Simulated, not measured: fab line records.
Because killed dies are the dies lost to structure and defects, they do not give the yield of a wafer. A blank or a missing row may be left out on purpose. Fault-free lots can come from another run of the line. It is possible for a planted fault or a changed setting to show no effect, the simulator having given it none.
What tool caused it? / flow rit-cmos / 42 wafers from 14 lots sampled at 2 of the route's 202 steps

## WHAT EACH GAUGE READ, for each wafer
RIT_PSD_OVL_MEAS_06. Usual: PSD_OVL gives 0.9 nm (standard deviation 1.4).
lot=L922; measured=day 3 03:36; on=overlay-02; PSD_OVL (nm)=0.7 0.5 0.7; flag=
lot=L923; measured=day 3 10:03; on=overlay-01; PSD_OVL (nm)=-1.4 -1.9 -0.9; flag=
lot=L924; measured=day 3 15:55; on=overlay-02; PSD_OVL (nm)=-1.1 -1.8 -1.5; flag=
lot=L925; measured=day 3 16:28; on=overlay-01; PSD_OVL (nm)=0.6 0.9 1.2; flag=
lot=L926; measured=day 4 05:19; on=overlay-02; PSD_OVL (nm)=1.0 2.2 1.2; flag=
lot=L927; measured=day 4 06:10; on=overlay-02; PSD_OVL (nm)=-1.1 -0.3 1.2; flag=
lot=L928; measured=day 4 08:05; on=overlay-02; PSD_OVL (nm)=0.2 0.4 2.1; flag=
lot=L930; measured=day 4 18:32; on=overlay-02; PSD_OVL (nm)=1.9 1.9 3.2; flag=
lot=L933; measured=day 5 08:19; on=overlay-01; PSD_OVL (nm)=128.9 131.1 131.3; flag=OFF
lot=L935; measured=day 5 17:47; on=overlay-01; PSD_OVL (nm)=132.5 132.6 132.9; flag=OFF
lot=L942; measured=day 7 06:00; on=overlay-02; PSD_OVL (nm)=2.7 1.8 3.2; flag=
lot=L943; measured=day 7 11:08; on=overlay-02; PSD_OVL (nm)=1.4 0.5 0.8; flag=
lot=L944; measured=day 7 16:44; on=overlay-01; PSD_OVL (nm)=1.3 1.9 3.2; flag=
lot=L945; measured=day 7 20:43; on=overlay-01; PSD_OVL (nm)=1.7 0.1 1.2; flag=

## EACH LOT AND THE TOOL THAT RAN IT (in order: tool; ch and the chambers of the sampled wafers; start)
lot=L922; RIT_PSD_EXPOSE_03=iline-stepper-01 ch 0, day 3 03:01
lot=L923; RIT_PSD_EXPOSE_03=iline-stepper-01 ch 0, day 3 09:41
lot=L924; RIT_PSD_EXPOSE_03=iline-stepper-01 ch 0, day 3 15:28
lot=L925; RIT_PSD_EXPOSE_03=iline-stepper-01 ch 0, day 3 15:54
lot=L926; RIT_PSD_EXPOSE_03=iline-stepper-02 ch 0, day 4 04:55
lot=L927; RIT_PSD_EXPOSE_03=iline-stepper-02 ch 0, day 4 05:48
lot=L928; RIT_PSD_EXPOSE_03=iline-stepper-02 ch 0, day 4 07:40
lot=L930; RIT_PSD_EXPOSE_03=iline-stepper-02 ch 0, day 4 18:08
lot=L933; RIT_PSD_EXPOSE_03=iline-stepper-01 ch 0, day 5 07:48
lot=L935; RIT_PSD_EXPOSE_03=iline-stepper-01 ch 0, day 5 17:23
lot=L942; RIT_PSD_EXPOSE_03=iline-stepper-02 ch 0, day 7 05:37
lot=L943; RIT_PSD_EXPOSE_03=iline-stepper-02 ch 0, day 7 10:44
lot=L944; RIT_PSD_EXPOSE_03=iline-stepper-02 ch 0, day 7 16:22
lot=L945; RIT_PSD_EXPOSE_03=iline-stepper-02 ch 0, day 7 20:20
- RIT_PSD_EXPOSE_03: exposes mask M10, target cd 40900 nm.

## WHAT THE TOOLS THEMSELVES READ (means of the sampled wafers that have a number; where no wafer has one, the mark that the record gives instead)
RIT_PSD_EXPOSE_03. Usual: exposure-dose-mJ-cm2 249.97, standard deviation 0.24; reticle-temp-C 23.00 C, standard deviation 0.1.
lot=L922; tool=iline-stepper-01; exposure-dose-mJ-cm2=249.78; reticle-temp-C (C)=23.10; flag=
lot=L923; tool=iline-stepper-01; exposure-dose-mJ-cm2=249.72; reticle-temp-C (C)=22.91; flag=
lot=L924; tool=iline-stepper-01; exposure-dose-mJ-cm2=250.03; reticle-temp-C (C)=23.04; flag=
lot=L925; tool=iline-stepper-01; exposure-dose-mJ-cm2=250.22; reticle-temp-C (C)=22.92; flag=
lot=L926; tool=iline-stepper-02; exposure-dose-mJ-cm2=250.00; reticle-temp-C (C)=22.92; flag=
lot=L927; tool=iline-stepper-02; exposure-dose-mJ-cm2=250.00; reticle-temp-C (C)=23.03; flag=
lot=L928; tool=iline-stepper-02; exposure-dose-mJ-cm2=249.95; reticle-temp-C (C)=23.01; flag=
lot=L930; tool=iline-stepper-02; exposure-dose-mJ-cm2=250.08; reticle-temp-C (C)=23.16; flag=
lot=L933; tool=iline-stepper-01; exposure-dose-mJ-cm2=250.02; reticle-temp-C (C)=23.00; flag=
lot=L935; tool=iline-stepper-01; exposure-dose-mJ-cm2=249.89; reticle-temp-C (C)=22.96; flag=
lot=L942; tool=iline-stepper-02; exposure-dose-mJ-cm2=249.74; reticle-temp-C (C)=23.02; flag=
lot=L943; tool=iline-stepper-02; exposure-dose-mJ-cm2=249.87; reticle-temp-C (C)=23.11; flag=
lot=L944; tool=iline-stepper-02; exposure-dose-mJ-cm2=250.08; reticle-temp-C (C)=22.94; flag=
lot=L945; tool=iline-stepper-02; exposure-dose-mJ-cm2=249.93; reticle-temp-C (C)=22.90; flag=

## THE ANSWER, worked out from the rows above alone
Rule: a lot counts as off when the mean over its wafers that have a number is more than 3 standard deviations away from the usual mean. Also off: a lot with no number at a reading for which 4 or more lots have one. All remaining lots with rows at the step are treated as sound. Order of review: gauges by route order, followed by the tools' own readings, for which a lot's mean as printed above is used. The first step at which some lot is off is used, and at that step the reading that is off furthest; a lot without a number counts as furthest.
Off: at RIT_PSD_OVL_MEAS_06 (PSD_OVL), L933, L935.
A tool fits if, at a process step before that reading, it ran every lot that is off, and no sound lot after the first of them. Gauges at RIT_PSD_OVL_MEAS_06: tried the same way as those tools. One fits: RIT_PSD_EXPOSE_03 on iline-stepper-01. A fault onset in the window from L925 (day 3 15:54, its last sound lot) to L933 (day 5 07:48, its first lot off) fits.

## WHAT HAD BEEN PUT IN BY THE SIMULATOR
Scanner matching overlay: iline-stepper-01, from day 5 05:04 on, at RIT_PSD_EXPOSE_03. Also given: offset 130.
Shown lots that were struck: L933, L935. The same result came from the rule above.
